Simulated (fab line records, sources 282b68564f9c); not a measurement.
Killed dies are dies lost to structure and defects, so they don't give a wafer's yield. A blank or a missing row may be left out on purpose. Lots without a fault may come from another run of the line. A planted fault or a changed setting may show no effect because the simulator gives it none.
fab line records | flow rit_cmos
record lots=15 wafers=45 last_day=7
route steps=202 shown PSD@145
lots that met no fault: from a run of the same line without faults
start_h: hours from the record's first day to the start of the lot's first wafer shown | wait_h: hours since the lot's step before | " the same as in the row above | L1.1+2: a row that stands for several wafers | - no value, or no start given | * or withheld: withheld | < > ~ a bound
route shown NAME@n: a module of which the file shows steps, and the number in the route of the first | usual: mean/standard deviation of fault-free wafers | same: alike in all rows | chamber/n: place in a boat | sites: the reading at each site | _std_site: their standard deviation | _edge_site: outer sites' mean less inner sites' | radius_mm: how far each site lies from the wafer's centre | mask NAME#n: copy n | behind: the tool/chamber that last shaped the wafer | hold: why the lot was held/for how many hours/how that ended | device: the transistor (n, p or np) that didn't switch | end of line: the same wafers' tests at the end of the route | a step without rows: its recipe alone | killed: dies lost to structure and defects at the first sort, not the wafer's yield | map: a wafer's dies, x killed, . not, _ none there
set.NAME: the setting as run; set.NAME@STEP: as run at that earlier step | model.NAME: the simulator's own value behind a step, which no gauge read
steps of the route over a sample of lots; a table a step, a row a wafer
services: from which hour (start_h, from the record's first day; less than 0 if before it) a tool's chamber was out of use, for how many hours, and why
## steps
# step RIT_PSD_EXPOSE_03
# recipe mask_id=M10 na=0.57 target_cd_nm=40900 dose_mj=250
# usual exposure_dose_mJ_cm2=250.00/0.25 focus_offset_nm=0.0/0.51 na=0.57/0
# columns lot.wafer tool chamber start_h wait_h mask exposure_dose_mJ_cm2 focus_offset_nm na
L135.4 iline_stepper-02 0 56.10 0.1 M10#0 249.87 -0.2 0.57
L135.5 " 0 " " M10#0 249.76 -0.5 0.57
L135.6 " 0 " " M10#0 249.96 0.0 0.57
L136.2 iline_stepper-01 0 61.58 0.2 M10#0 249.75 0.9 0.57
L136.5 " 0 " " M10#0 249.86 0.5 0.57
L136.6 " 0 " " M10#0 249.76 0.9 0.57
L137.1 iline_stepper-02 0 65.09 0.2 M10#0 250.22 0.0 0.57
L137.2 " 0 " " M10#0 249.99 -0.8 0.57
L137.4 " 0 " " M10#0 249.83 0.2 0.57
L138.3 iline_stepper-01 0 65.37 0.4 M10#0 249.85 0.4 0.57
L138.4 " 0 " " M10#0 249.96 0.3 0.57
L138.6 " 0 " " M10#0 249.70 -0.1 0.57
L141.2 iline_stepper-01 0 83.64 0.2 M10#0 250.33 -0.5 0.57
L141.3 " 0 " " M10#0 250.36 0.3 0.57
L141.5 " 0 " " M10#0 250.44 -0.7 0.57
L142.1 iline_stepper-02 0 88.77 0.2 M10#0 250.16 0.2 0.57
L142.2 " 0 " " M10#0 249.94 0.2 0.57
L142.5 " 0 " " M10#0 250.34 0.0 0.57
L143.1 iline_stepper-02 0 93.40 0.1 M10#0 250.64 0.4 0.57
L143.3 " 0 " " M10#0 250.18 0.7 0.57
L143.6 " 0 " " M10#0 250.18 1.0 0.57
L144.2 iline_stepper-01 0 101.09 0.3 M10#0 249.53 0.5 0.57
L144.5 " 0 " " M10#0 249.92 0.1 0.57
L144.6 " 0 " " M10#0 250.02 -0.5 0.57
L146.2 iline_stepper-02 0 110.20 0.2 M10#0 250.12 0.4 0.57
L146.4 " 0 " " M10#0 249.72 0.5 0.57
L146.6 " 0 " " M10#0 249.71 0.2 0.57
L147.1 iline_stepper-02 0 113.44 0.1 M10#0 249.90 0.6 0.57
L147.3 " 0 " " M10#0 250.09 0.0 0.57
L147.5 " 0 " " M10#0 250.73 0.6 0.57
L148.1 iline_stepper-02 0 116.27 0.1 M10#0 250.01 0.3 0.57
L148.4 " 0 " " M10#0 249.68 0.9 0.57
L148.5 " 0 " " M10#0 249.77 -0.1 0.57
L152.1 iline_stepper-02 - 135.61 0.2 M10#0 - - -
L152.2 " - " " M10#0 - - -
L152.5 " - " " M10#0 - - -
L153.2 iline_stepper-02 - 143.09 0.2 M10#0 - - -
L153.4 " - " " M10#0 - - -
L153.6 " - " " M10#0 - - -
L154.2 iline_stepper-02 - 149.89 0.1 M10#0 - - -
L154.4 " - " " M10#0 - - -
L154.6 " - " " M10#0 - - -
L158.1 iline_stepper-01 0 168.41 0.2 M10#0 250.04 -0.4 0.57
L158.3 " 0 " " M10#0 249.97 0.0 0.57
L158.4 " 0 " " M10#0 249.99 -0.1 0.57
## services
# columns tool chamber start_h hours kind
iline_stepper-02 - 43.19 4.4 pm
iline_stepper-02 0 70.03 - calibration
iline_stepper-02 - 72.64 1.7 pm
iline_stepper-01 0 104.89 - calibration
iline_stepper-01 - 135.43 2.4 repair
iline_stepper-01 - 137.80 1.7 pm
## key
first_sign step=RIT_PSD_EXPOSE_03 reading=tool_record direction=missing
effect none on later readings
met_at RIT_PSD_EXPOSE_03
struck_lots L152,L153,L154
sort_left_out L152.1,L152.2,L152.5,L153.2,L153.4,L153.6,L154.2,L154.4,L154.6
tester_left_out L152,L153,L154
onset_between 116.27 135.61
fault kind=skipped_step_whole tool=iline_stepper-02 chamber=- onset_h=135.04 steps=RIT_PSD_EXPOSE_03 scope=struck_lots_only
# tester_left_out: of these lots the tester's yield and bins aren't shown, on N5 and GAA mostly nor the transistor test; their killed dies are dies lost to structure and defects alone, not to doping, threshold or leakage, so they don't give the yield
# sort_left_out: the simulated sort isn't trusted on such a fault, so these wafers' sort isn't shown, and their yield isn't known
